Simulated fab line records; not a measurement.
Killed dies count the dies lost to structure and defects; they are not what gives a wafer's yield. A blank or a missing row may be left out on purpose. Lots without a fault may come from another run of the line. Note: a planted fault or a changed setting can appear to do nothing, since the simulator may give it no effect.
A struck lot beside a sound one + flow rit-cmos + 15 out of 202 route steps
Sound: wafers L640.3, L640.4, L640.5. The struck wafers were L642.3, L642.4, L642.6. At the end, the cause is stated.
At each step with rows: each side's tool, then ch and its chambers, then its first start. Under that, the readings that differ: sound wafers + struck wafers + difference of the means + sigmas: that difference in standard deviations of wafers without a fault.
alike: a reading whose means differ by less than 2 such deviations, as well as words and numbers matching on both sides. not compared: withheld readings; readings where some wafer has no value; bounds like >300 that might hide an equal value; numbers whose values overlap and for which the record gives no deviation.
Wherever a step has rows on one side only, a row that says differs or no value, or a row with sigmas, the two part there. Numbers that have no deviation but don't overlap get no sigmas and don't part them. A reading that every wafer of one side lacks parts them only if that side has two wafers or more.

first, 1 step without rows for these wafers: RIT_PRETRO_DEVELOP_05 (develop time 68 s).
RIT_PRETRO_OVL_MEAS_06:
  struck on overlay-02, day 3 10:25; sound on overlay-01, day 3 01:22
  alike: PRETRO_OVL
then, 2 steps without rows for these wafers: RIT_PRETRO_HARDBAKE_07 (time 120 s); RIT_PRETRO_IMPLANT_08.
RIT_PRETRO_STRIP_09: strips in O2, time 180 s.
  sound on plasma-asher-01 ch 0,1, day 3 01:50; struck on plasma-asher-04 ch 0,1, day 3 10:53
  alike: drypump-motor-current-A, rf-refl-power-W
  not compared: rf-hours-counter-h
RIT_PRETRO_TW_MEAS_10:
  struck on film-metro-02, day 3 11:02; sound on film-metro-03, day 3 01:59
  alike: PRETRO_TW
then, 5 steps without rows for these wafers: RIT_GATE_WET_ETCH_00 (etches SiO2 in BOE, target depth 56 nm, time 60 s); RIT_GATE_CLEAN_01 (cleans in SC1, time 600 s); RIT_GATE_CLEAN_02 (cleans in dHF, time 30 s); RIT_GATE_CLEAN_03 (cleans in SC2, time 600 s); RIT_GATE_CLEAN_04 (cleans in dHF, time 60 s).
RIT_FOX2_THK_MEAS_91:
  struck on film-metro-04, day 3 11:33; sound on film-metro-02, day 3 02:29
  alike: FIELD_OXIDE_LEFT_2_THK
-- the record jumps here: 5 days lie between the struck wafers' starts before and after (it left off in module FOX2 and takes up again in module GATE, whose first step shown is number 75 of the route) --
RIT_GATE_OXIDATION_05: target thk 3 nm, ox time 270 s.
  sound on furnace-01 ch 0, day 3 03:56; struck on furnace-03 ch 0, day 8 11:35
| reading                                     | sound             | struck            | difference | sigmas |
|---------------------------------------------|-------------------|-------------------|------------|--------|
| model.SiO2_of_GATE_OXIDATION_05.thk-nm (nm) | 2.987 2.997 2.983 | 3.018 3.014 3.039 | +0.035     |        |
  alike: ox-temp-c-max
then, 1 step without rows for these wafers: RIT_GATE_ANNEAL_06 (time 600 s).
RIT_M1_PROBE_99:
  struck on prober-02, day 9 15:28; sound on prober-02, day 4 05:26
| reading                             | sound             | struck            | difference | sigmas |
|-------------------------------------|-------------------|-------------------|------------|--------|
| model.etest.nmos_0p15.gate-bv-v (V) | 4.79 4.819 4.764  | 4.463 4.418 4.444 | -0.349     |        |
| model.etest.pmos_0p15.gate-bv-v (V) | 4.718 4.677 4.702 | 4.332 4.368 4.353 | -0.348     |        |
| model.etest.pmos_0p15.bv-v (V)      | 5.681 5.673 5.701 | 5.372 5.383 5.396 | -0.301     |        |
| model.etest.pmos_0p3.bv-v (V)       | 5.68 5.671 5.698  | 5.372 5.383 5.396 | -0.299     |        |
| model.etest.nmos_0p15.bv-v (V)      | 5.503 5.498 5.501 | 5.337 5.32 5.321  | -0.175     |        |
  alike: killed-at-contacts, killed-at-front-end, killed-dies, killed-open, killed-short
  not compared: model.etest.pmos_0p3.drive-ua-um, model.etest.pmos-narrow.drive-ua-um, model.etest.gate-to-diffusion-comb.leak-log10-a-um

## WHERE THEY PART
Nowhere in this record.

WHY: the cause the simulator had injected
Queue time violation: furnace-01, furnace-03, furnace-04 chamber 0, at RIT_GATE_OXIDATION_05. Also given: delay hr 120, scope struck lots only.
